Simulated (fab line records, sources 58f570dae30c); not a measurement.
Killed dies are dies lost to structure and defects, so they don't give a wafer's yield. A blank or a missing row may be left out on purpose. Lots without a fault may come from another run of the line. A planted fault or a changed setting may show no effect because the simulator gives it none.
fab line records | flow berkeley_cmos170
record lots=5 wafers=15 last_day=13
route steps=331 shown PVT@119 GATE@125 FIELD@126 PLDD@145 NLDD@158
lots that met no fault: from a run of the same line without faults
start_h: hours from the record's first day to the start of the lot's first wafer shown | wait_h: hours since the lot's step before | " the same as in the row above | L1.1+2: a row that stands for several wafers | - no value, or no start given | * or withheld: withheld | < > ~ a bound
route shown NAME@n: a module of which the file shows steps, and the number in the route of the first | usual: mean/standard deviation of fault-free wafers | same: alike in all rows | chamber/n: place in a boat | sites: the reading at each site | _std_site: their standard deviation | _edge_site: outer sites' mean less inner sites' | radius_mm: how far each site lies from the wafer's centre | mask NAME#n: copy n | behind: the tool/chamber that last shaped the wafer | hold: why the lot was held/for how many hours/how that ended | device: the transistor (n, p or np) that didn't switch | end of line: the same wafers' tests at the end of the route | a step without rows: its recipe alone | killed: dies lost to structure and defects at the first sort, not the wafer's yield | map: a wafer's dies, x killed, . not, _ none there
set.NAME: the setting as run; set.NAME@STEP: as run at that earlier step | model.NAME: the simulator's own value behind a step, which no gauge read
lots at some steps of the route; a table a step, a row a wafer
services: from which hour (start_h, from the record's first day; less than 0 if before it) a tool's chamber was out of use, for how many hours, and why
## steps
# step UCB170_PVT_PEB_04
# recipe peb_temp_c=130 peb_time_s=withheld resist=KrF
# columns lot.wafer tool chamber start_h wait_h
L074.2+5+6 litho_track-01 0 - -
L075.4+5+6 litho_track-02 0 144.19 0.5
L093.2+3+5 litho_track-03 0 235.24 0.4
L096.1+5+6 litho_track-01 0 235.60 0.6
L094.2+3+5 litho_track-02 0 235.74 0.4
# step UCB170_PVT_DEVELOP_05
# recipe developer=TMAH develop_time_s=45 resist=KrF dev_temp_c=21
# columns lot.wafer tool chamber start_h wait_h
L074.2+5+6 litho_track-01 0 - -
L075.4+5+6 litho_track-02 0 - -
L093.2+3+5 litho_track-03 0 - -
L096.1+5+6 litho_track-01 0 - -
L094.2+3+5 litho_track-02 0 - -
# step UCB170_PVT_OVL_MEAS_06
# usual PVT_OVL=-2/6.5
# columns lot.wafer tool chamber start_h wait_h PVT_OVL[nm]
L074.2 overlay-01 - 143.70 - -3
L074.5 " - " " -2
L074.6 " - " " -2
L075.4 overlay-02 - 144.40 - -5
L075.5 " - " " 2
L075.6 " - " " 13
L093.2 overlay-01 - 235.50 - 8
L093.3 " - " " 5
L093.5 " - " " 5
L096.1 overlay-02 - 235.88 - -1
L096.5 " - " " -6
L096.6 " - " " 1
L094.2 overlay-01 - 236.00 - 6
L094.3 " - " " 4
L094.5 " - " " 7
# step UCB170_PVT_IMPLANT_07
# recipe species=P dose_cm2=2e+12 energy_kev=30 tilt_deg=7
# usual faraday_current_uA=6.34/0.12
# same implant_ion_amu=31
# columns lot.wafer tool chamber start_h wait_h faraday_current_uA
L074.2 implanter-02 0 143.75 0.0 6.35
L074.5 " 0 " " 6.46
L074.6 " 0 " " 6.43
L075.4 implanter-04 0 144.50 0.1 6.25
L075.5 " 0 " " 6.29
L075.6 " 0 " " 6.31
L093.2 implanter-04 0 235.55 0.0 6.08
L093.3 " 0 " " 6.32
L093.5 " 0 " " 6.32
L096.1 implanter-02 0 235.92 0.0 6.13
L096.5 " 0 " " 6.21
L096.6 " 0 " " 6.39
L094.2 implanter-04 0 236.05 0.0 6.34
L094.3 " 0 " " 6.14
L094.5 " 0 " " 6.15
# step UCB170_PVT_STRIP_08
# recipe chemistry=O2 power_w=400 pressure_mtorr=3500 platen_temp_c=withheld o2_flow_sccm=400 overash_fraction=0.5
# usual drypump_motor_current_A=5.6/0.35 oes_product_au=0.735/0.0044 strip_time_to_endpoint_s=21.63/0.086
# columns lot.wafer tool chamber start_h wait_h drypump_motor_current_A oes_product_au rf_hours_counter_h strip_time_to_endpoint_s
L074.2 plasma_asher-04 0 143.88 0.1 5.1 0.735 35 21.60
L074.5 " 1 " " 5.4 0.734 - 21.51
L074.6 " 0 " " 5.1 0.743 - 21.46
L075.4 plasma_asher-03 0 144.60 0.1 5.9 0.734 - 21.70
L075.5 " 0 " " 6.0 0.746 - 21.65
L075.6 " 1 " " 5.4 0.737 - 21.68
L093.2 plasma_asher-03 0 235.68 0.1 6.0 0.733 52 21.57
L093.3 " 1 " " 5.4 0.730 - 21.60
L093.5 " 1 " " 5.4 0.741 - 21.58
L096.1 plasma_asher-01 1 236.07 0.1 6.1 0.732 49 21.54
L096.5 " 1 " " 6.1 0.740 - 21.61
L096.6 " 0 " " 5.8 0.730 - 21.61
L094.2 plasma_asher-04 1 236.18 0.1 5.4 0.734 46 21.66
L094.3 " 1 " " 5.4 0.737 - 21.71
L094.5 " 1 " " 5.4 0.730 - 21.69
# step UCB170_PVT_TW_MEAS_09
# usual PVT_TW=507/3.9
# columns lot.wafer tool chamber start_h wait_h PVT_TW
L074.2 film_metro-01 - 143.99 0.1 505
L074.5 " - " " 504
L074.6 " - " " 504
L075.4 film_metro-04 - 144.71 0.1 511
L075.5 " - " " 509
L075.6 " - " " 511
L093.2 film_metro-04 - 235.79 0.1 508
L093.3 " - " " 508
L093.5 " - " " 510
L096.1 film_metro-01 - 236.17 0.1 505
L096.5 " - " " 508
L096.6 " - " " 507
L094.2 film_metro-04 - 236.29 0.1 507
L094.3 " - " " 510
L094.5 " - " " 510
# step UCB170_GATE_WET_ETCH_00
# recipe chemistry=dHF dilution=25:1 target=SiO2 temp_c=25 time_s=200
# columns lot.wafer tool chamber start_h wait_h
L074.2+5+6 wet_bench-03 2 144.04 0.0
L075.4+5+6 wet_bench-03 0 144.78 0.1
L093.2+3+5 wet_bench-04 0 235.84 0.0
L096.1+5+6 wet_bench-04 1 236.23 0.1
L094.2+3+5 wet_bench-03 3 236.34 0.0
# step UCB170_FIELD_THK_MEAS_91
# recipe reads=SiO2_of_FIELD_OXIDATION_01
# usual FIELD_OXIDE_LEFT_2_THK=356/11
# columns lot.wafer tool chamber start_h wait_h FIELD_OXIDE_LEFT_2_THK[nm]
L074.2 film_metro-02 - 144.11 0.0 351
L074.5 " - " " 349
L074.6 " - " " 355
L075.4 film_metro-02 - 144.88 0.0 362
L075.5 " - " " 361
L075.6 " - " " 354
L093.2 film_metro-01 - 235.91 0.0 336
L093.3 " - " " 354
L093.5 " - " " 344
L096.1 film_metro-01 - 236.29 0.0 348
L096.5 " - " " 348
L096.6 " - " " 351
L094.2 film_metro-02 - 236.42 0.0 342
L094.3 " - " " 348
L094.5 " - " " 343
# step UCB170_GATE_OXIDATION_01
# recipe temp_c=850 ambient=O2 target_thk_a=66 ox_time_s=1800
# usual spike_tc_source_C=872.5/1.5 zone_power_load_pct=25.9/0.73
# columns lot.wafer tool chamber start_h wait_h spike_tc_source_C zone_power_load_pct
L074.2 furnace-02 0 147.76 3.6 873.1 26.1
L074.5 " 0 " " 870.9 26.8
L074.6 " 0 " " 871.1 26.6
L075.4 furnace-02 0 147.76 2.9 872.1 26.4
L075.5 " 0 " " 871.2 26.5
L075.6 " 0 " " 873.3 26.7
L093.2 furnace-02 0 239.95 4.0 872.8 26.5
L093.3 " 0 " " 871.8 26.3
L093.5 " 0 " " 874.0 26.1
L094.2 furnace-02 0 239.95 3.5 870.9 26.4
L094.3 " 0 " " 873.4 26.4
L094.5 " 0 " " 872.8 26.4
L096.1 furnace-02 0 239.95 3.6 871.4 26.5
L096.5 " 0 " " 871.0 26.4
L096.6 " 0 " " 871.1 26.4
# step UCB170_GATE_THK_MEAS_02
# recipe reads=SiO2_of_GATE_OXIDATION_01
# usual GATE_OXIDE_THK=6.65/0.12
# columns lot.wafer tool chamber start_h wait_h GATE_OXIDE_THK[nm]
L074.2 film_metro-01 - 149.27 0.0 6.68
L074.5 " - " " 6.80
L074.6 " - " " 6.78
L075.4 film_metro-03 - 149.35 0.1 6.67
L075.5 " - " " 6.59
L075.6 " - " " 6.68
L096.1 film_metro-04 - 241.45 0.0 6.69
L096.5 " - " " 6.76
L096.6 " - " " 6.75
L093.2 film_metro-01 - 241.46 0.0 6.76
L093.3 " - " " 6.63
L093.5 " - " " 6.50
L094.2 film_metro-03 - 241.52 0.1 6.64
L094.3 " - " " 6.64
L094.5 " - " " 6.65
# step UCB170_GATE_ANNEAL_03
# recipe temp_c=900 time_s=1800 ambient=N2
# usual spike_tc_source_C=923.8/1.9 zone_power_load_pct=28.7/0.82
# columns lot.wafer tool chamber start_h wait_h spike_tc_source_C zone_power_load_pct
L074.2 furnace-04 0 152.91 3.6 921.9 29.1
L074.5 " 0 " " 920.4 28.6
L074.6 " 0 " " 921.4 29.1
L075.4 furnace-04 0 152.91 3.5 923.1 28.9
L075.5 " 0 " " 922.5 28.9
L075.6 " 0 " " 921.8 29.0
L093.2 furnace-01 0 252.29 10.8 927.1 27.8
L093.3 " 0 " " 927.3 28.2
L093.5 " 0 " " 926.7 28.4
L094.2 furnace-01 0 252.29 10.8 924.2 28.3
L094.3 " 0 " " 924.4 27.8
L094.5 " 0 " " 925.7 28.1
L096.1 furnace-01 0 252.29 10.8 926.5 28.2
L096.5 " 0 " " 925.7 28.2
L096.6 " 0 " " 924.8 28.0
# step UCB170_GATE_CVD_04
# recipe material=poly-Si temp_c=610 precursor=SiH4 time_s=1440 pressure_mtorr=375 target_thk_nm=214 sih4_flow_sccm=120
# usual spike_tc_source_C=629/4.2 zone_power_load_pct=12.1/1.2
# columns lot.wafer tool chamber start_h wait_h spike_tc_source_C zone_power_load_pct
L074.2 lpcvd-02 1 154.59 0.2 626 13.3
L074.5 " 1 " " 624 13.2
L074.6 " 1 " " 626 13.3
L075.4 lpcvd-02 0 154.59 0.2 634 10.5
L075.5 " 0 " " 633 10.7
L075.6 " 0 " " 634 10.5
L093.2 lpcvd-01 0 253.79 0.0 633 11.9
L093.3 " 0 " " 634 11.8
L093.5 " 0 " " 634 12.0
L094.2 lpcvd-01 1 253.79 0.0 632 10.7
L094.3 " 1 " " 634 10.7
L094.5 " 1 " " 635 10.7
L096.1 lpcvd-01 0 253.79 0.0 633 11.8
L096.5 " 0 " " 633 12.1
L096.6 " 0 " " 633 12.0
# step UCB170_GATE_THK_MEAS_05
# recipe reads=poly-Si_of_GATE_CVD_04
# usual GATE_POLY_THK=214.3/2.2
# columns lot.wafer tool chamber start_h wait_h GATE_POLY_THK[nm]
L074.2 film_metro-01 - 156.14 0.1 212.4
L074.5 " - " " 214.4
L074.6 " - " " 211.1
L075.4 film_metro-01 - 156.22 0.2 214.5
L075.5 " - " " 217.1
L075.6 " - " " 214.8
L096.1 film_metro-03 - 255.19 0.0 217.7
L096.5 " - " " 216.9
L096.6 " - " " 215.5
L093.2 film_metro-01 - 255.20 0.0 214.9
L093.3 " - " " 216.0
L093.5 " - " " 214.6
L094.2 film_metro-01 - 255.26 0.1 219.7
L094.3 " - " " 218.5
L094.5 " - " " 217.3
# step UCB170_GATE_COAT_06
# recipe resist=BARC temp_c=withheld time_s=withheld spin_rpm=3000 resist_thk_nm=withheld
# columns lot.wafer tool chamber start_h wait_h
L074.2+5+6 litho_track-03 0 156.21 0.1
L075.4+5+6 litho_track-04 0 156.65 0.4
L096.1+5+6 litho_track-02 0 255.25 0.1
L093.2+3+5 litho_track-03 0 255.27 0.1
L094.2+3+5 litho_track-03 0 255.72 0.5
# step UCB170_GATE_COAT_07
# recipe resist=KrF spin_rpm=1500 resist_thk_nm=900
# columns lot.wafer tool chamber start_h wait_h
L074.2+5+6 litho_track-03 0 - -
L075.4+5+6 litho_track-04 0 - -
L096.1+5+6 litho_track-02 0 - -
L093.2+3+5 litho_track-03 0 - -
L094.2+3+5 litho_track-03 0 - -
# step UCB170_GATE_SOFTBAKE_08
# recipe resist=KrF temp_c=130 time_s=60
# columns lot.wafer tool chamber start_h wait_h
L074.2+5+6 litho_track-03 0 - -
L075.4+5+6 litho_track-04 0 - -
L096.1+5+6 litho_track-02 0 - -
L093.2+3+5 litho_track-03 0 - -
L094.2+3+5 litho_track-03 0 - -
# step UCB170_GATE_EXPOSE_09
# recipe mask_id=POLY target_cd_nm=350 na=0.5 sigma_outer=0.6 source_shape=conventional dose_mj=21
# columns lot.wafer tool chamber start_h wait_h mask
L074.2+5+6 krf_scanner-01 0 156.84 - POLY#0
L075.4+5+6 krf_scanner-02 0 - - POLY#0
L093.2+3+5 krf_scanner-01 0 255.72 - POLY#0
L096.1+5+6 krf_scanner-01 0 255.81 - POLY#0
L094.2+3+5 krf_scanner-02 0 256.29 - POLY#0
# step UCB170_GATE_PEB_10
# recipe peb_temp_c=130 peb_time_s=withheld resist=KrF
# columns lot.wafer tool chamber start_h wait_h
L074.2+5+6 litho_track-04 0 157.05 0.2
L075.4+5+6 litho_track-03 0 - -
L093.2+3+5 litho_track-02 0 255.84 0.1
L096.1+5+6 litho_track-04 0 255.93 0.1
L094.2+3+5 litho_track-03 0 256.41 0.1
# step UCB170_GATE_DEVELOP_11
# recipe developer=TMAH develop_time_s=45 resist=KrF dev_temp_c=21
# columns lot.wafer tool chamber start_h wait_h
L074.2+5+6 litho_track-04 0 - -
L075.4+5+6 litho_track-03 0 - -
L093.2+3+5 litho_track-02 0 - -
L096.1+5+6 litho_track-04 0 - -
L094.2+3+5 litho_track-03 0 - -
# step UCB170_GATE_CD_MEAS_12
# recipe target_cd_nm=350
# usual cd_nm=349.5/1.6
# columns lot.wafer tool chamber start_h wait_h cd_nm
L074.2 cd_sem-02 - 157.32 - 350.4
L074.5 " - " " 350.4
L074.6 " - " " 352.7
L075.4 cd_sem-02 - 158.60 - 351.5
L075.5 " - " " 352.6
L075.6 " - " " 350.8
L093.2 cd_sem-01 - 256.11 - 350.3
L093.3 " - " " 350.3
L093.5 " - " " 350.6
L096.1 cd_sem-01 - 256.21 - 350.5
L096.5 " - " " 351.1
L096.6 " - " " 350.5
L094.2 cd_sem-01 - 256.74 - 348.7
L094.3 " - " " 349.8
L094.5 " - " " 349.2
# step UCB170_GATE_OVL_MEAS_13
# usual GATE_OVL=3/5.5
# columns lot.wafer tool chamber start_h wait_h GATE_OVL[nm]
L074.2 overlay-02 - 157.43 0.1 0
L074.5 " - " " 4
L074.6 " - " " -3
L075.4 overlay-02 - 158.68 0.1 12
L075.5 " - " " 4
L075.6 " - " " 9
L093.2 overlay-01 - 256.22 0.1 -3
L093.3 " - " " -9
L093.5 " - " " -6
L096.1 overlay-02 - 256.33 0.1 4
L096.5 " - " " 3
L096.6 " - " " 11
L094.2 overlay-02 - 256.85 0.1 2
L094.3 " - " " -3
L094.5 " - " " -3
# step UCB170_GATE_ETCH_14
# recipe chemistry=N2/H2 target_depth_a=withheld overetch_a=withheld target=BARC time_s=withheld source_w=500 bias_w=100 pressure_mtorr=30 n2_flow_sccm=100 h2_flow_sccm=200
# usual drypump_motor_current_A=5.8/0.58 oes_product_au=1.011/0.021 throttle_valve_pct=13.34/0.21
# columns lot.wafer tool chamber start_h wait_h drypump_motor_current_A oes_product_au throttle_valve_pct
L074.2 rie_diel-03 2 157.46 0.0 5.0 0.974 13.05
L074.5 " 2 " " 5.0 0.971 13.04
L074.6 " 3 " " 6.4 1.016 13.22
L075.4 rie_diel-03 2 158.69 0.0 5.0 0.998 13.04
L075.5 " 0 " " 6.3 0.987 13.02
L075.6 " 3 " " 6.4 1.021 13.22
L093.2 rie_diel-04 2 256.25 0.0 6.6 0.995 13.50
L093.3 " 1 " " 5.5 1.030 13.22
L093.5 " 3 " " 5.3 1.030 13.05
L096.1 rie_diel-03 2 256.37 0.0 5.0 1.006 13.03
L096.5 " 0 " " 6.3 0.998 13.02
L096.6 " 1 " " 5.2 0.988 13.49
L094.2 rie_diel-04 2 256.88 0.0 6.6 0.995 13.51
L094.3 " 1 " " 5.5 1.034 13.22
L094.5 " 1 " " 5.6 1.035 13.22
# step UCB170_GATE_ETCH_15
# recipe chemistry=HBr/Cl2 target=poly-Si stop_on=SiO2 over_etch_frac=0.3 icp_w=300 bias_w=150 time_s=56.3 pressure_mtorr=15 HBr_flow_sccm=150 Cl2_flow_sccm=50 target_depth_a=2782
# usual drypump_motor_current_A=5.6/0.35 he_backside_leak_sccm=2.71/0.24 mfc_cl2_sccm=49.99/0.15 oes_product_au=0.831/0.016 throttle_valve_pct=26.61/0.17
# columns lot.wafer tool chamber start_h wait_h drypump_motor_current_A he_backside_leak_sccm mfc_cl2_sccm oes_product_au rf_hours_counter_h throttle_valve_pct
L074.2 rie_si-01 2 157.50 - 5.8 2.49 50.01 0.825 75 26.56
L074.5 " 1 " " 6.0 2.77 50.15 0.836 - 26.74
L074.6 " 2 " " 5.8 2.49 49.90 0.824 - 26.57
L075.4 rie_si-01 2 158.76 - 5.8 2.54 49.91 0.842 - 26.58
L075.5 " 2 " " 5.8 2.67 49.94 0.839 - 26.57
L075.6 " 1 " " 6.0 2.79 50.03 0.844 - 26.73
L093.2 rie_si-02 2 256.29 - 5.9 2.86 50.19 0.839 98 26.85
L093.3 " 3 " " 5.0 2.73 50.05 0.856 58 26.76
L093.5 " 3 " " 5.0 2.67 50.17 0.856 - 26.75
L096.1 rie_si-01 1 256.41 - 6.0 2.73 49.80 0.849 77 26.76
L096.5 " 2 " " 5.8 2.47 50.07 0.840 - 26.57
L096.6 " 3 " " 5.2 2.33 49.89 0.817 - 26.48
L094.2 rie_si-01 0 256.92 - 5.7 3.16 50.04 0.832 0 26.76
L094.3 " 1 " " 6.1 2.81 50.08 0.845 77 26.72
L094.5 " 2 " " 5.8 2.59 50.04 0.835 - 26.57
# step UCB170_GATE_STRIP_16
# recipe chemistry=O2 power_w=400 pressure_mtorr=3500 platen_temp_c=withheld o2_flow_sccm=400 overash_fraction=0.5
# usual drypump_motor_current_A=5.82/0.26 oes_product_au=0.724/0.0045
# columns lot.wafer tool chamber start_h wait_h drypump_motor_current_A oes_product_au rf_hours_counter_h
L074.2 plasma_asher-01 1 157.57 0.0 6.15 0.724 39
L074.5 " 0 " " 5.76 0.726 -
L074.6 " 1 " " 6.13 0.729 -
L075.4 plasma_asher-01 1 158.84 0.1 6.14 0.724 -
L075.5 " 0 " " 5.75 0.725 -
L075.6 " 1 " " 6.15 0.727 -
L093.2 plasma_asher-03 1 256.34 0.0 5.43 0.723 54
L093.3 " 0 " " 5.92 0.719 -
L093.5 " 1 " " 5.41 0.721 -
L096.1 plasma_asher-01 0 256.46 0.0 5.76 0.725 51
L096.5 " 0 " " 5.76 0.724 -
L096.6 " 1 " " 6.14 0.726 -
L094.2 plasma_asher-03 1 256.97 0.0 5.44 0.726 54
L094.3 " 1 " " 5.42 0.728 -
L094.5 " 0 " " 5.97 0.733 -
# step UCB170_GATE_CD_MEAS_90
# recipe target_cd_nm=350
# usual cd_nm=349.6/1.8
# columns lot.wafer tool chamber start_h wait_h cd_nm
L074.2 cd_sem-02 - 157.69 0.1 349.9
L074.5 " - " " 350.3
L074.6 " - " " 353.4
L075.4 cd_sem-01 - 158.97 0.1 351.8
L075.5 " - " " 353.3
L075.6 " - " " 351.6
L093.2 cd_sem-01 - 256.50 0.1 349.8
L093.3 " - " " 350.4
L093.5 " - " " 349.8
L096.1 cd_sem-01 - 256.60 0.1 350.7
L096.5 " - " " 352.2
L096.6 " - " " 350.5
L094.2 cd_sem-01 - 257.10 0.1 348.4
L094.3 " - " " 349.7
L094.5 " - " " 348.7
# step UCB170_GATE_CLEAN_17
# recipe chemistry=SPM temp_c=120 time_s=600
# columns lot.wafer tool chamber start_h wait_h
L074.2+5+6 wet_bench-01 3 157.79 0.1
L075.4+5+6 wet_bench-04 2 160.43 1.4
L093.2+3+5 wet_bench-01 0 256.60 0.1
L096.1+5+6 wet_bench-03 1 256.72 0.1
L094.2+3+5 wet_bench-03 2 257.20 0.1
# step UCB170_PLDD_HMDS_00
# recipe prime_time_s=60 prime_temp_c=100
# columns lot.wafer tool chamber start_h wait_h
L074.2+5+6 litho_track-02 0 158.74 0.8
L075.4+5+6 litho_track-04 0 160.68 0.1
L093.2+3+5 litho_track-01 0 256.80 0.0
L096.1+5+6 litho_track-02 0 256.92 0.0
L094.2+3+5 litho_track-04 0 257.61 0.2
# step UCB170_PLDD_COAT_01
# recipe resist=KrF spin_rpm=1500 resist_thk_nm=900
# columns lot.wafer tool chamber start_h wait_h
L074.2+5+6 litho_track-02 0 158.89 0.1
L075.4+5+6 litho_track-04 0 160.83 0.1
L093.2+3+5 litho_track-01 0 256.95 0.1
L096.1+5+6 litho_track-02 0 257.07 0.1
L094.2+3+5 litho_track-04 0 257.76 0.1
# step UCB170_PLDD_SOFTBAKE_02
# recipe resist=KrF temp_c=130 time_s=60
# columns lot.wafer tool chamber start_h wait_h
L074.2+5+6 litho_track-02 0 159.04 0.1
L075.4+5+6 litho_track-04 0 160.98 0.1
L093.2+3+5 litho_track-01 0 257.10 0.1
L096.1+5+6 litho_track-02 0 257.22 0.1
L094.2+3+5 litho_track-04 0 257.91 0.1
# step UCB170_PLDD_EXPOSE_03
# recipe mask_id=PSELECT na=0.5 sigma_outer=0.6 source_shape=conventional target_cd_nm=1200 dose_mj=30
# columns lot.wafer tool chamber start_h wait_h mask
L074.2+5+6 krf_scanner-01 0 159.31 0.2 PSELECT#0
L075.4+5+6 krf_scanner-02 0 161.11 0.1 PSELECT#0
L093.2+3+5 krf_scanner-02 0 257.37 0.2 PSELECT#0
L096.1+5+6 krf_scanner-02 0 257.47 0.2 PSELECT#0
L094.2+3+5 krf_scanner-02 0 258.07 0.1 PSELECT#0
# step UCB170_PLDD_PEB_04
# recipe peb_temp_c=130 peb_time_s=withheld resist=KrF
# columns lot.wafer tool chamber start_h wait_h
L074.2+5+6 litho_track-01 0 159.76 0.4
L075.4+5+6 litho_track-02 0 161.25 0.1
L093.2+3+5 litho_track-01 0 257.70 0.3
L096.1+5+6 litho_track-02 0 257.82 0.3
L094.2+3+5 litho_track-04 0 258.20 0.1
# step UCB170_PLDD_DEVELOP_05
# recipe developer=TMAH develop_time_s=45 resist=KrF dev_temp_c=21
# columns lot.wafer tool chamber start_h wait_h
L074.2+5+6 litho_track-01 0 - -
L075.4+5+6 litho_track-02 0 - -
L093.2+3+5 litho_track-01 0 - -
L096.1+5+6 litho_track-02 0 - -
L094.2+3+5 litho_track-04 0 - -
# step UCB170_PLDD_CD_MEAS_06
# recipe target_cd_nm=1200
# usual cd_nm=1200.1/1.3
# columns lot.wafer tool chamber start_h wait_h cd_nm
L074.2 cd_sem-01 - 160.10 - 1197.7
L074.5 " - " " 1198.4
L074.6 " - " " 1199.4
L075.4 cd_sem-02 - 161.51 - 1200.4
L075.5 " - " " 1201.6
L075.6 " - " " 1200.4
L093.2 cd_sem-02 - 257.97 - 1198.5
L093.3 " - " " 1198.1
L093.5 " - " " 1198.9
L096.1 cd_sem-01 - 258.09 - 1200.0
L096.5 " - " " 1200.3
L096.6 " - " " 1200.1
L094.2 cd_sem-01 - 258.47 - 1198.7
L094.3 " - " " 1197.5
L094.5 " - " " 1200.0
# step UCB170_PLDD_OVL_MEAS_07
# usual PLDD_OVL=3/4.6
# columns lot.wafer tool chamber start_h wait_h PLDD_OVL[nm]
L074.2 overlay-02 - 160.21 0.1 -1
L074.5 " - " " 5
L074.6 " - " " 4
L075.4 overlay-02 - 161.58 0.1 8
L075.5 " - " " 18
L075.6 " - " " 10
L093.2 overlay-01 - 258.08 0.1 2
L093.3 " - " " -2
L093.5 " - " " 1
L096.1 overlay-02 - 258.21 0.1 4
L096.5 " - " " 4
L096.6 " - " " 7
L094.2 overlay-02 - 258.57 0.1 3
L094.3 " - " " -3
L094.5 " - " " 2
# step UCB170_PLDD_IMPLANT_08
# recipe species=BF2 dose_cm2=5e+13 energy_kev=10 tilt_deg=7 rotation_deg=0
# usual faraday_current_uA=156/4.6
# same implant_ion_amu=49
# columns lot.wafer tool chamber start_h wait_h faraday_current_uA
L074.2 implanter-03 0 160.26 0.0 155
L074.5 " 0 " " 157
L074.6 " 0 " " 162
L075.4 implanter-04 0 161.68 0.1 150
L075.5 " 0 " " 152
L075.6 " 0 " " 153
L093.2 implanter-04 0 258.14 0.0 149
L093.3 " 0 " " 151
L093.5 " 0 " " 147
L096.1 implanter-02 0 258.27 0.0 166
L096.5 " 0 " " 155
L096.6 " 0 " " 160
L094.2 implanter-04 0 258.74 0.2 153
L094.3 " 0 " " 153
L094.5 " 0 " " 151
# step UCB170_PLDD_IMPLANT_09
# recipe species=BF2 dose_cm2=5e+13 energy_kev=10 tilt_deg=7 rotation_deg=180
# usual faraday_current_uA=156/4.6
# same implant_ion_amu=49
# columns lot.wafer tool chamber start_h wait_h faraday_current_uA
L074.2 implanter-03 0 160.41 0.1 158
L074.5 " 0 " " 158
L074.6 " 0 " " 157
L075.4 implanter-04 0 161.83 0.1 148
L075.5 " 0 " " 153
L075.6 " 0 " " 156
L093.2 implanter-04 0 258.29 0.1 154
L093.3 " 0 " " 150
L093.5 " 0 " " 150
L096.1 implanter-02 0 258.42 0.1 163
L096.5 " 0 " " 156
L096.6 " 0 " " 158
L094.2 implanter-04 0 258.89 0.1 146
L094.3 " 0 " " 152
L094.5 " 0 " " 150
# step UCB170_PLDD_STRIP_10
# recipe chemistry=O2 power_w=400 pressure_mtorr=3500 platen_temp_c=withheld o2_flow_sccm=400 overash_fraction=0.5
# usual drypump_motor_current_A=5.7/0.35 oes_product_au=0.734/0.0043 strip_time_to_endpoint_s=21.66/0.077
# columns lot.wafer tool chamber start_h wait_h drypump_motor_current_A oes_product_au rf_hours_counter_h strip_time_to_endpoint_s
L074.2 plasma_asher-04 0 160.54 0.1 5.1 0.732 38 21.66
L074.5 " 1 " " 5.4 0.729 - 21.74
L074.6 " 0 " " 5.2 0.745 - 21.63
L075.4 plasma_asher-04 0 161.93 0.1 5.1 0.732 - 21.78
L075.5 " 0 " " 5.1 0.736 - 21.67
L075.6 " 1 " " 5.4 0.745 - 21.74
L093.2 plasma_asher-02 0 258.41 0.1 6.1 0.739 15 21.64
L093.3 " 1 " " 5.7 0.741 - 21.59
L093.5 " 0 " " 6.1 0.732 - 21.62
L096.1 plasma_asher-01 1 258.57 0.1 6.1 0.736 51 21.72
L096.5 " 0 " " 5.8 0.732 - 21.72
L096.6 " 1 " " 6.1 0.732 - 21.74
L094.2 plasma_asher-02 1 259.01 0.1 5.7 0.730 15 21.70
L094.3 " 0 " " 6.0 0.727 - 21.74
L094.5 " 1 " " 5.7 0.734 - 21.73
# step UCB170_PLDD_TW_MEAS_11
# usual PLDD_TW=1005/5
# columns lot.wafer tool chamber start_h wait_h PLDD_TW
L074.2 film_metro-03 - 160.65 0.1 1009
L074.5 " - " " 1006
L074.6 " - " " 1010
L075.4 film_metro-03 - 162.03 0.1 1017
L075.5 " - " " 1013
L075.6 " - " " 1016
L093.2 film_metro-03 - 258.52 0.1 1005
L093.3 " - " " 1009
L093.5 " - " " 1011
L096.1 film_metro-01 - 258.67 0.1 1000
L096.5 " - " " 1002
L096.6 " - " " 1001
L094.2 film_metro-03 - 259.12 0.1 1011
L094.3 " - " " 1009
L094.5 " - " " 1010
# step UCB170_PLDD_CLEAN_12
# recipe chemistry=SPM temp_c=120 time_s=600
# columns lot.wafer tool chamber start_h wait_h
L074.2+5+6 wet_bench-04 2 160.86 0.2
L075.4+5+6 wet_bench-03 3 162.48 0.4
L093.2+3+5 wet_bench-03 3 258.57 0.0
L096.1+5+6 wet_bench-03 3 258.76 0.1
L094.2+3+5 wet_bench-03 0 259.17 0.0
# step UCB170_NLDD_HMDS_00
# recipe prime_time_s=60 prime_temp_c=100
# columns lot.wafer tool chamber start_h wait_h
L074.2+5+6 litho_track-01 0 161.08 0.0
L075.4+5+6 litho_track-01 0 163.03 0.4
L093.2+3+5 litho_track-03 0 258.79 0.0
L096.1+5+6 litho_track-04 0 258.95 0.0
L094.2+3+5 litho_track-03 0 259.76 0.4
# step UCB170_NLDD_COAT_01
# recipe resist=KrF spin_rpm=1500 resist_thk_nm=900
# columns lot.wafer tool chamber start_h wait_h
L074.2+5+6 litho_track-01 0 161.23 0.1
L075.4+5+6 litho_track-01 0 163.18 0.1
L093.2+3+5 litho_track-03 0 258.94 0.1
L096.1+5+6 litho_track-04 0 259.10 0.1
L094.2+3+5 litho_track-03 0 259.91 0.1
# step UCB170_NLDD_SOFTBAKE_02
# recipe resist=KrF temp_c=130 time_s=60
# columns lot.wafer tool chamber start_h wait_h
L074.2+5+6 litho_track-01 0 161.38 0.1
L075.4+5+6 litho_track-01 0 163.33 0.1
L093.2+3+5 litho_track-03 0 259.09 0.1
L096.1+5+6 litho_track-04 0 259.25 0.1
L094.2+3+5 litho_track-03 0 260.06 0.1
# step UCB170_NLDD_EXPOSE_03
# recipe mask_id=NSELECT na=0.5 sigma_outer=0.6 source_shape=conventional target_cd_nm=1200 dose_mj=30
# columns lot.wafer tool chamber start_h wait_h mask
L074.2+5+6 krf_scanner-01 0 161.86 0.5 NSELECT#0
L075.4+5+6 krf_scanner-01 0 163.83 0.5 NSELECT#0
L093.2+3+5 krf_scanner-02 0 259.23 0.1 NSELECT#0
L096.1+5+6 krf_scanner-02 0 259.44 0.2 NSELECT#0
L094.2+3+5 krf_scanner-02 0 260.31 0.2 NSELECT#0
## services
# columns tool chamber start_h hours kind
furnace-02 - 123.49 3.8 pm
rie_diel-03 0 136.06 2.8 repair
rie_diel-03 2 138.59 14.5 repair
rie_si-01 0 157.06 8.2 repair
krf_scanner-02 - 168.76 0.8 pm
implanter-04 - 179.16 1.7 repair
rie_si-01 - 183.39 0.4 repair
krf_scanner-01 - 186.31 1.0 pm
krf_scanner-01 - 187.34 0.3 repair
krf_scanner-02 - 188.67 1.0 pm
plasma_asher-04 - 195.78 6.0 repair
krf_scanner-01 - 209.67 0.8 pm
krf_scanner-01 - 217.46 0.4 repair
rie_diel-03 3 219.37 5.3 repair
krf_scanner-02 - 222.24 1.3 pm
implanter-02 - 223.33 2.2 repair
krf_scanner-02 - 229.33 1.0 pm
plasma_asher-04 - 231.39 4.7 repair
lpcvd-01 - 249.60 1.7 repair
krf_scanner-02 - 251.77 4.4 pm
plasma_asher-04 - 254.25 15.7 repair
krf_scanner-01 - 256.15 0.8 pm
krf_scanner-01 - 256.90 3.6 pm
rie_diel-03 2 258.21 23.7 repair
## key
fault none
